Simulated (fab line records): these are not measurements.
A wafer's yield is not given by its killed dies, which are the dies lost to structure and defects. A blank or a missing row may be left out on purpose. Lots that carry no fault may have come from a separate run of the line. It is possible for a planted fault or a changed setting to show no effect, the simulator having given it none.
Which tool did it? -- flow berkeleyCmos170 -- 45 wafers from 15 lots sampled at 4 of the route's 331 steps

== WHAT THE GAUGES READ, wafer by wafer ==
UCB170_START_THK_MEAS_03.
lot,measured,on,START_OXIDE_THK (nm)
L638,day 1 20:09,filmMetro-03,21.3 21.3 21.4
L639,day 2 02:02,filmMetro-03,22.2 21.8 22.0
L640,day 2 07:14,filmMetro-03,21.5 21.6 21.5
L641,day 2 14:09,filmMetro-01,20.6 20.7 21.0
L642,day 2 14:08,filmMetro-03,21.7 21.5 21.8
L643,day 2 23:29,filmMetro-03,20.9 21.2 21.4
L645,day 3 07:45,filmMetro-02,21.2 21.5 21.4
L646,day 3 14:46,filmMetro-03,32.3 32.1 32.3
L648,day 3 19:02,filmMetro-03,21.5 21.6 21.3
L649,day 4 05:47,filmMetro-03,32.1 31.3 31.0
L651,day 4 12:41,filmMetro-02,20.8 20.9 20.6
L652,day 5 00:17,filmMetro-03,31.7 31.4 31.4
L655,day 5 05:43,filmMetro-03,21.7 21.7 21.3
L658,day 6 02:41,filmMetro-02,21.4 21.3 21.2
L660,day 6 09:40,filmMetro-01,21.3 21.1 21.0

UCB170_WELLDRIVE_THK_MEAS_02.
lot,measured,on,WELLDRIVE_OXIDE_THK (nm)
L638,day 4 06:19,filmMetro-04,198 197 199
L639,day 4 06:20,filmMetro-02,195 193 193
L640,day 4 06:19,filmMetro-01,199 200 199
L641,day 4 17:07,filmMetro-02,200 196 198
L642,day 4 17:02,filmMetro-02,199 199 197
L643,day 5 05:02,filmMetro-02,199 203 201
L645,day 5 11:11,filmMetro-01,204 206 203
L646,day 5 23:58,filmMetro-02,194 196 192
L648,day 5 23:58,filmMetro-04,203 202 203
L649,day 6 10:13,filmMetro-01,193 195 198
L651,day 6 20:16,filmMetro-02,198 199 195
L652,day 6 20:19,filmMetro-04,194 198 193
L655,day 7 08:46,filmMetro-04,190 192 194
L658,day 8 13:40,filmMetro-01,190 193 193
L660,day 8 19:43,filmMetro-01,198 195 201

UCB170_M1_OVL_MEAS_10.
lot,measured,on,M1_OVL (nm)
L638,day 8 15:04,overlay-01,14 1 4
L639,day 8 17:01,overlay-01,0 -3 -4
L640,day 8 15:37,overlay-02,-6 0 8
L641,day 9 02:28,overlay-02,-1 2 3
L642,day 9 01:44,overlay-02,5 7 13
L643,day 9 10:28,overlay-01,3 1 10
L645,day 9 12:05,overlay-02,1 7 7
L646,day 10 03:43,overlay-02,-4 -12 -8
L648,day 10 03:25,overlay-01,10 12 10
L649,day 10 08:09,overlay-01,13 13 7
L651,day 11 03:01,overlay-01,2 -5 -6
L652,day 11 04:42,overlay-01,4 -1 4
L655,day 11 13:10,overlay-01,-1 -4 -1
L658,day 13 03:33,overlay-02,14 3 4
L660,day 13 01:17,overlay-01,-1 2 5

== TOOL THAT RAN EACH LOT (tool first, then ch and the chambers of the sampled wafers, then the start) ==
lot,UCB170_START_OXIDATION_02
L638,"furnace-02 ch 0, day 1 18:38"
L639,"furnace-01 ch 0, day 2 00:32"
L640,"furnace-02 ch 0, day 2 05:44"
L641,"furnace-04 ch 0, day 2 12:38"
L642,"furnace-04 ch 0, day 2 12:38"
L643,"furnace-04 ch 0, day 2 21:59"
L645,"furnace-01 ch 0, day 3 06:15"
L646,"furnace-01 ch 0, day 3 10:26"
L648,"furnace-01 ch 0, day 3 17:31"
L649,"furnace-01 ch 0, day 4 01:31"
L651,"furnace-01 ch 0, day 4 11:11"
L652,"furnace-04 ch 0, day 4 17:31"
L655,"furnace-04 ch 0, day 5 04:12"
L658,"furnace-02 ch 0, day 6 01:10"
L660,"furnace-02 ch 0, day 6 08:10"
- UCB170_START_OXIDATION_02: target thk 20 nm, ox time 1800 s.

== AS READ BY THE TOOLS THEMSELVES (means over the sampled wafers that have a number; for cases with no such wafer, the mark the record gives instead) ==
UCB170_START_OXIDATION_02.
lot,tool,tube_center_temp_C_max,zonePowerCentrePct (%)
L638,furnace-02,958.2,45
L639,furnace-01,958.5,49
L640,furnace-02,958.2,44
L641,furnace-04,958.4,41
L642,furnace-04,958.2,41
L643,furnace-04,958.4,41
L645,furnace-01,958.2,49
L646,furnace-01,958.4,49
L648,furnace-01,958.2,49
L649,furnace-01,958.3,49
L651,furnace-01,958.2,49
L652,furnace-04,958.0,41
L655,furnace-04,958.1,41
L658,furnace-02,958.1,44
L660,furnace-02,958.1,44

== THE ANSWER, worked out from the rows above alone ==
Rule: what is usual is taken from the lots themselves. The widest of any qualifying gaps counts: lots, ordered by their means at a reading, are off when they make up no more than a third of the lots, leave a main group of 4 or more, and stand apart from it by 3 or more times the standard deviation of that group's means. A main group is skipped when, at the precision printed for the reading in the tables above, its means are all equal. Also off: a lot with no number at a reading for which 4 or more lots have one. The other lots that the step has rows for count as sound. After the gauges, taken in route order, come the tools' own readings; for these a lot's mean is taken, as printed above. The first step at which some lot is off is used, and at that step the reading that is off furthest; a lot without a number counts as furthest.
Off: at UCB170_START_THK_MEAS_03 (START_OXIDE_THK), L646, L649, L652. The main group has a mean of 21.3 nm with a standard deviation of 0.34.
A tool fits if, at a process step before that reading, it ran every lot that is off, and no sound lot after the first of them. Gauges at UCB170_START_THK_MEAS_03: tried the same way as those tools. None of those tried fits.

== WHAT THE SIMULATOR HAD INSERTED ==
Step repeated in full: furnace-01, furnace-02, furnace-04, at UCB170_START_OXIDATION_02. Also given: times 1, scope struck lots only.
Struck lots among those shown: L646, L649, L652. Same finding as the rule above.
